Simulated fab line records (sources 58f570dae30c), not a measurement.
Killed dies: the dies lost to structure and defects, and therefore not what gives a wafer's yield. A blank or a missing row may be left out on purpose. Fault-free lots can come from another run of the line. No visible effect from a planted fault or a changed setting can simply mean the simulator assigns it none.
Code-filled problem report in 8D (eight disciplines) form / flow berkeley-cmos170 / the parts of the form that need people (team, actions taken, sign-off) are left out

1. THE ISSUE
oes-product-au at UCB170_GATE_ETCH_14 reads a mean of 1.159 a.u. on 6 wafers of 2 lots; wafers without a fault read 0.994 a.u. with a standard deviation of 0.019. Measured from the usual mean, that is +8.7 standard deviations.
The step: etches BARC in N2/H2.
First seen on wafer L315.2, day 10 14:21, on rie-diel-01. Wafers with a number at this step in the record: 18, from 6 lots. By rule, "out" or "out of limits" means more than 4 standard deviations away from the usual mean. Any other wafer with a number is counted as sound.

2. WHAT THIS IS AND IS NOT
question=which readings at this step | is=oes-product-au | is not=throttle-valve-pct
question=which lots | is=L314, L315 | is not=L298, L308, L317, L319
question=which wafers of those lots | is=all that have a number | is not=-
question=read on which tools | is=rie-diel-01 | is not=rie-diel-02, rie-diel-03
question=when | is=from day 10 14:21 | is not=up to then (6 sound wafers); but 6 sound wafers of L317, L319 came after

3. WHAT RULES OUT EACH SUSPECT
Counting: a tool at a process step up to the reading stays a suspect if it ran every lot that is out and no sound lot after the first of them.
- rie-diel-01 at UCB170_GATE_ETCH_14 (etches BARC in N2/H2): kept. It ran every lot that is out, first L315 (day 10 14:21), and no sound lot after that; its last sound lot up to then is L308 (day 9 23:16). Its own readings are out on those wafers: oes-product-au.
Left after counting: rie-diel-01 at UCB170_GATE_ETCH_14.

4. THE CAUSE (what the simulator had put in)
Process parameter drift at UCB170_GATE_ETCH_14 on rie-diel-01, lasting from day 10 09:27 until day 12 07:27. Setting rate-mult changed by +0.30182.
Only this tool survived the counting.

5. THE CHAIN OF EFFECTS, in route order
Rows list readings where the struck wafers' mean (over those with a number) sits beyond 3 standard deviations from the usual. Scope: only readings with a usual standard deviation given in the record; hours: median across lots of the time from each lot's start at the first step in this table that gives one to its start at this step; sigmas: change in usual standard deviations.
hours=0; step=UCB170_GATE_ETCH_14; reading=oes-product-au; usual=0.994 a.u.; on struck wafers=1.159; change=+0.165; sigmas=+8.7
It contains these process steps:
- UCB170_GATE_ETCH_14: etches BARC in N2/H2.

6. HOW IT WOULD HAVE BEEN CAUGHT EARLIER
First out-of-limits reading in this record: day 10 14:21, which is 5 hours after fault onset at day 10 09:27.
